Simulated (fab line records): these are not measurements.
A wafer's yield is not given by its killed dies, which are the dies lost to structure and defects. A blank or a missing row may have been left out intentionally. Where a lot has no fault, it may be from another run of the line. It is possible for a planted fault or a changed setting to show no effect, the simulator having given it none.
Split-lot experiment ; flow berkeley-cmos170 ; 23 wafers read from 5 lots, route of 331 steps

ABOUT THE SPLIT
At UCB170_M1_EXPOSE_06 (exposes mask METAL1, target cd 700 nm), the setting dose-mj was moved away from the recipe's 21 on 5 of the 23 wafers read, by +3.5% to +3.9%. The other wafers ran this setting at the recipe's value.

FROM THE SPLIT TO THE READING: what the file shows between them, 2 steps
- UCB170_M1_PEB_07
- UCB170_M1_DEVELOP_08: develop time 45 s

THE READING
At UCB170_M1_CD_MEAS_09: cd-nm in nanometres, against a target cd of 700 nm. Typical for fault-free wafers on this fab line: 700.5 nm, with standard deviation 1.5 nm.

wafer;tool, chamber at the split;dose-mj as run;against the recipe;cd-nm, nm;against lot-mates on the recipe
L079.1;krf-scanner-01, 0;21.81;+3.9%;691.3;-6.6
L079.2;krf-scanner-01, 0;21.81;+3.9%;691.8;-6.1
L079.3;krf-scanner-01, 0;21;recipe;697.4;-
L079.5;krf-scanner-01, 0;21;recipe;698.4;-
L079.6;krf-scanner-01, 0;21.81;+3.9%;692.1;-5.8
L076.1;krf-scanner-02, 0;21;recipe;699.5;-
L076.2;krf-scanner-02, 0;21;recipe;698.8;-
L076.4;krf-scanner-02, 0;21;recipe;700.4;-
L076.5;krf-scanner-02, 0;21;recipe;700.5;-
L076.6;krf-scanner-02, 0;21;recipe;699.1;-
L078.1;krf-scanner-02, 0;21;recipe;701.5;-
L078.2;krf-scanner-02, 0;21.73;+3.5%;695.6;-6.6
L078.3;krf-scanner-02, 0;21;recipe;703.6;-
L078.5;krf-scanner-02, 0;21;recipe;701.6;-
L078.6;krf-scanner-02, 0;21.73;+3.5%;695.8;-6.4
L077.1;krf-scanner-01, 0;21;recipe;699.8;-
L077.2;krf-scanner-01, 0;21;recipe;700.2;-
L077.3;krf-scanner-01, 0;21;recipe;700.9;-
L077.4;krf-scanner-01, 0;21;recipe;699.6;-
L077.6;krf-scanner-01, 0;21;recipe;699.5;-
L084.2;krf-scanner-01, 0;21;recipe;698.6;-
L084.3;krf-scanner-01, 0;21;recipe;699.2;-
L084.4;krf-scanner-01, 0;21;recipe;698.2;-

FIT RESULTS
A straight line over all 23 wafers: cd-nm changes by -1.78 nm for each +1% of dose-mj; r = -0.88; the points scatter about the line by 1.5 nm.
The same after taking each lot's own level away (the mean of its wafers on the recipe; 23 wafers): -1.7 nm for each +1%; r = -0.97; scatter 0.66 nm.
The reading moves by 6.5 nm for the largest change in dose-mj, on that fit.
From 697.90 to 702.23 nm: that is the span of the lots' own levels, equal to 2.9 times the standard deviation above.
Consequently the slope shifts little with the lot-to-lot level, the two slopes agreeing.
Check: -6.53 nm against its lot-mates is what the line predicts for one of the wafers moved furthest among these (+3.9%) when that wafer is left out of the fit. Against them it came out at -6.6 nm.

OTHER SPLITS ON THESE WAFERS
Note: prior to the reading, these wafers also went through further splits. Each is held against what the fit with the lots' levels taken away leaves over:
other split on the same wafers;wafers away from the commonest value;r with cd-nm (lot level and that fit taken away)
UCB170_SILICIDE_SPUTTER_01 power-w;10;+0.03

THE WHOLE CHAIN: every reading that the file lists as answering this split, in the file's order
step;what it does;reading;change (the file's fit);r (the file's)
UCB170_M1_CD_MEAS_09;target cd 700 nm;cd-nm;-1.72 nm for each +1% of the setting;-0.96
UCB170_M1_ETCH_11;etches BARC in N2/H2;M1.cd-nm (the simulator's own value, which no gauge read);-1.56 nm for each +1% of the setting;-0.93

FILE'S OWN FIT
cd-nm changes by -1.72 nm for each +1% of dose-mj, r = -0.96.
